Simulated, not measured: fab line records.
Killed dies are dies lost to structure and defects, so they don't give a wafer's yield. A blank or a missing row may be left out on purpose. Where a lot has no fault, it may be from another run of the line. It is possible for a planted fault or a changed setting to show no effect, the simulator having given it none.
One fault through the eyes of 2 desks    flow rit cmos    numbers are kept per desk, each desk with only its own; the story behind them comes last

## METROLOGY DESK
What the gauges read for every lot (on any tool): the sampled wafers with a number, averaged. The brackets show how far a lot's mean lies from the usual mean; more than 4 standard deviations puts the lot out of limits, marked OUT.
Columns: A = ACTIVE_OXIDE_THK at RIT_ACTIVE_THK_MEAS_02, usual 46.6 nm
lot   first seen here  A
L321  day 1 12:03      46.5
L322  day 1 17:03      45.5
L323  day 1 22:04      46.2
L324  day 2 03:04      47.0
L325  day 2 09:02      46.0
L326  day 2 13:04      46.3
L327  day 2 18:05      46.2
L329  day 3 04:04      46.9
L331  day 3 15:18      46.6
L333  day 4 00:38      45.2
L336  day 4 16:30      46.6
L341  day 5 16:05      33.8 (-15) OUT
L342  day 5 21:03      33.9 (-15) OUT
L343  day 6 02:04      47.2
This desk's finding: out of limits on L341, L342; first on L341, day 5 16:05 (ACTIVE_OXIDE_THK at RIT_ACTIVE_THK_MEAS_02). L321, L322, L323, L324, L325, L326, L327, L329, L331, L333, L336, L343 stayed within limits.

## TOOL OWNER'S DESK, furnace-02
The tool's own readings at RIT_ACTIVE_OXIDATION_01 (target thk 46.8 nm, ox time 3360 s): means of the sampled wafers that have a number, for each lot that ran on this tool. The brackets show how far a lot's mean lies from the usual mean; more than 4 standard deviations puts the lot out of limits, marked OUT.
Columns: A = spike tc centre C at RIT_ACTIVE_OXIDATION_01, usual 1002.7 C; B = spike tc load C at RIT_ACTIVE_OXIDATION_01, usual 1027.4 C; C = spike tc source C at RIT_ACTIVE_OXIDATION_01, usual 1029.8 C; D = tube center temp C at RIT_ACTIVE_OXIDATION_01, usual 1000.0 C; E = tube_center_temp_C_max at RIT_ACTIVE_OXIDATION_01, usual 1002.6; F = zone power centre pct at RIT_ACTIVE_OXIDATION_01, usual 46 %; G = zone power load pct at RIT_ACTIVE_OXIDATION_01, usual 36.7 %
lot   first seen here  A                B                C                D                        E                F   G
L321  day 1 10:07      1002.4           1025.5           1029.7           1000.1                   1002.6           42  39.5
L326  day 2 11:07      1002.5           1027.0           1030.6           1000.0                   1002.9           41  39.8
L329  day 3 02:07      1001.9           1025.6           1030.8           1000.1                   1002.7           42  39.5
L331  day 3 13:20      1003.1           1026.8           1031.4           1000.0                   1002.7           42  39.5
L333  day 3 22:42      1002.1           1025.9           1030.6           999.9                    1003.1           42  39.6
L341  day 5 14:08      962.2 (-37) OUT  985.2 (-23) OUT  990.4 (-18) OUT  960.1 (-99 or more) OUT  962.9 (-83) OUT  39  35.5
L342  day 5 19:07      962.7 (-36) OUT  985.2 (-23) OUT  990.0 (-18) OUT  960.0 (-99 or more) OUT  962.5 (-83) OUT  39  36.3
This desk's verdict: out of limits on L341, L342, starting with L341 at day 5 14:08 (spike tc centre C at RIT_ACTIVE_OXIDATION_01). L321, L326, L329, L331, L333 stayed within limits.

## ALL TOGETHER
An alarm could have come from the tool owner's desk at day 5 14:08, on L341, L342.
At day 5 16:05 the metrology desk could have sounded an alarm, on L341, L342.
All the named lots went through RIT_ACTIVE_OXIDATION_01 on furnace-02.

## WHAT THE SIMULATOR HAD PUT IN
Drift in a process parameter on furnace-02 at RIT_ACTIVE_OXIDATION_01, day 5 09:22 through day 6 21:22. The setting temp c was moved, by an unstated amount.
Struck lots among those shown: L341, L342.
Fault start to first reading out of limits, in hours, per desk: tool owner, 5; metrology, 7.
